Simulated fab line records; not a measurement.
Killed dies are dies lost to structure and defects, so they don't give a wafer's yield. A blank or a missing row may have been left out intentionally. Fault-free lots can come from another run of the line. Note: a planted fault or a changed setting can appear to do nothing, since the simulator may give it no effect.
Chamber matching / flow berkeley cmos170 / cmp-02 running UCB170_V2_CMP_02: 4 sister chambers
The step polishes SiO2. 4 wafers are shown with their chamber, then 7 later ones without.

WAFERS WITH THEIR CHAMBER
wafer=L926.3; chamber=2; motor current A (A)=17.7
wafer=L926.4; chamber=1; motor current A (A)=16.0
wafer=L929.1; chamber=0; motor current A (A)=15.5
wafer=L929.4; chamber=3; motor current A (A)=16.2

WAFERS WHOSE CHAMBER IS MISSING
wafer=L929.6; motor current A (A)=15.7
wafer=L930.1; motor current A (A)=16.3
wafer=L930.5; motor current A (A)=17.6
wafer=L930.6; motor current A (A)=15.5
wafer=L932.1; motor current A (A)=16.3
wafer=L932.2; motor current A (A)=15.2
wafer=L932.5; motor current A (A)=17.9

EACH ONE'S CHAMBER
wafer=L929.6; from the rows above=can't be placed: 0 or 1 or 3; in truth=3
wafer=L930.1; from the rows above=can't be placed: 3 or 1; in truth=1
wafer=L930.5; from the rows above=2; in truth=2
wafer=L930.6; from the rows above=0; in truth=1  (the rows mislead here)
wafer=L932.1; from the rows above=can't be placed: 3 or 1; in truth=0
wafer=L932.2; from the rows above=0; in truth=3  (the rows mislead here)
wafer=L932.5; from the rows above=2; in truth=2
Correctly placed: 2 of 7. Cannot be placed on the basis of these rows: 3; the candidates contain the true chamber in 2. 2 placed wrongly.
How it was worked out, from the rows above alone: a wafer's distance from a chamber is the root of the sum, over the readings, of the square of ((its reading less the chamber's mean) divided by the reading's scatter). The wafer belongs to the nearest chamber; if the next one is less than 2 further off, it can't be placed. Each chamber's mean is taken over the wafers shown for it. The scatter: with one shown wafer a chamber, the root of the mean of the squares of how far each hidden wafer lies from its nearest shown one.
